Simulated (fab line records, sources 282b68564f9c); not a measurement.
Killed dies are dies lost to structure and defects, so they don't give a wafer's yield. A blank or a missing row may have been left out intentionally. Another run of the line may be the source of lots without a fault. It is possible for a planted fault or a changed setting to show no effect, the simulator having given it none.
A single fault, viewed from 2 desks || flow ritCmos || every desk sees just its own numbers, and what lay behind them comes last

## THE METROLOGY DESK
What the gauges read, lot by lot, whatever tool the lot ran on: means of the sampled wafers that have a number. If a lot's mean is further than 4 standard deviations from the usual mean, the lot is out of limits and carries the mark OUT (the distance appears in the brackets).
Columns: A = GATE_OXIDE_THK at RIT_GATE_THK_MEAS_07, usual 3.06 nm
{"lot": "L870", "first seen here": "day 2 18:04", "A": 2.96}
{"lot": "L871", "first seen here": "day 2 21:12", "A": 3.08}
{"lot": "L872", "first seen here": "day 3 01:39", "A": 3.12}
{"lot": "L873", "first seen here": "day 3 07:08", "A": 3.15}
{"lot": "L874", "first seen here": "day 3 12:28", "A": 3.13}
{"lot": "L875", "first seen here": "day 3 22:49", "A": 3.13}
{"lot": "L876", "first seen here": "day 4 00:59", "A": 3.15}
{"lot": "L880", "first seen here": "day 4 22:36", "A": 3.03}
{"lot": "L883", "first seen here": "day 5 14:36", "A": "3.82 (+9.6) OUT"}
{"lot": "L884", "first seen here": "day 5 14:49", "A": "3.92 (+11) OUT"}
{"lot": "L889", "first seen here": "day 6 15:38", "A": 2.93}
{"lot": "L890", "first seen here": "day 7 07:09", "A": 2.93}
{"lot": "L892", "first seen here": "day 7 07:09", "A": 3.10}
{"lot": "L891", "first seen here": "day 7 07:10", "A": 3.12}
Per this desk, out of limits: L883, L884; the first was L883, day 5 14:36 (GATE_OXIDE_THK at RIT_GATE_THK_MEAS_07). L870, L871, L872, L873, L874, L875, L876, L880, L889, L890, L892, L891 stayed within limits.

## FOR THE TOOL OWNER'S DESK: furnace-04
The tool's own readings at RIT_GATE_OXIDATION_05 (target thk 3 nm, ox time 274.8 s): means of the sampled wafers that have a number, for each lot that ran on this tool. If a lot's mean is further than 4 standard deviations from the usual mean, the lot is out of limits and carries the mark OUT (the distance appears in the brackets).
Columns: A = spikeTcCentreC at RIT_GATE_OXIDATION_05, usual 901.7 C; B = spikeTcLoadC at RIT_GATE_OXIDATION_05, usual 924.5 C; C = spikeTcSourceC at RIT_GATE_OXIDATION_05, usual 920 C; D = tubeCenterTempC at RIT_GATE_OXIDATION_05, usual 899.99 C; E = tube_center_temp_C_max at RIT_GATE_OXIDATION_05, usual 902.3
{"lot": "L870", "first seen here": "day 2 15:23", "A": 902.8, "B": 924.3, "C": 925, "D": 899.96, "E": 902.3}
{"lot": "L883", "first seen here": "day 5 12:11", "A": "923.4 (+18) OUT", "B": "944.6 (+8.0) OUT", "C": "946 (+6.3) OUT", "D": "920.10 (+99 or more) OUT", "E": "922.9 (+56) OUT"}
{"lot": "L884", "first seen here": "day 5 13:16", "A": "922.3 (+17) OUT", "B": "945.7 (+8.5) OUT", "C": "944 (+5.9) OUT", "D": "920.04 (+99 or more) OUT", "E": "922.7 (+55) OUT"}
This desk finds L883, L884 out of limits, L883 being first, at day 5 12:11 (spikeTcCentreC at RIT_GATE_OXIDATION_05). L870 stayed within limits.

## PUT TOGETHER
The tool owner's desk had the chance to raise an alarm at day 5 12:11 on L883, L884.
L883, L884 would have let the metrology desk raise an alarm at day 5 14:36.
Every lot named ran RIT_GATE_OXIDATION_05 on furnace-04.

## WHAT THE SIMULATOR HAD INSERTED
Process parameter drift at RIT_GATE_OXIDATION_05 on furnace-04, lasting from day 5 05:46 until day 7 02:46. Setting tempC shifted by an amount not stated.
Lots struck among those shown: L883, L884.
Time in hours from fault onset to the first out-of-limits reading at each desk: tool owner's desk 6, metrology desk 9.
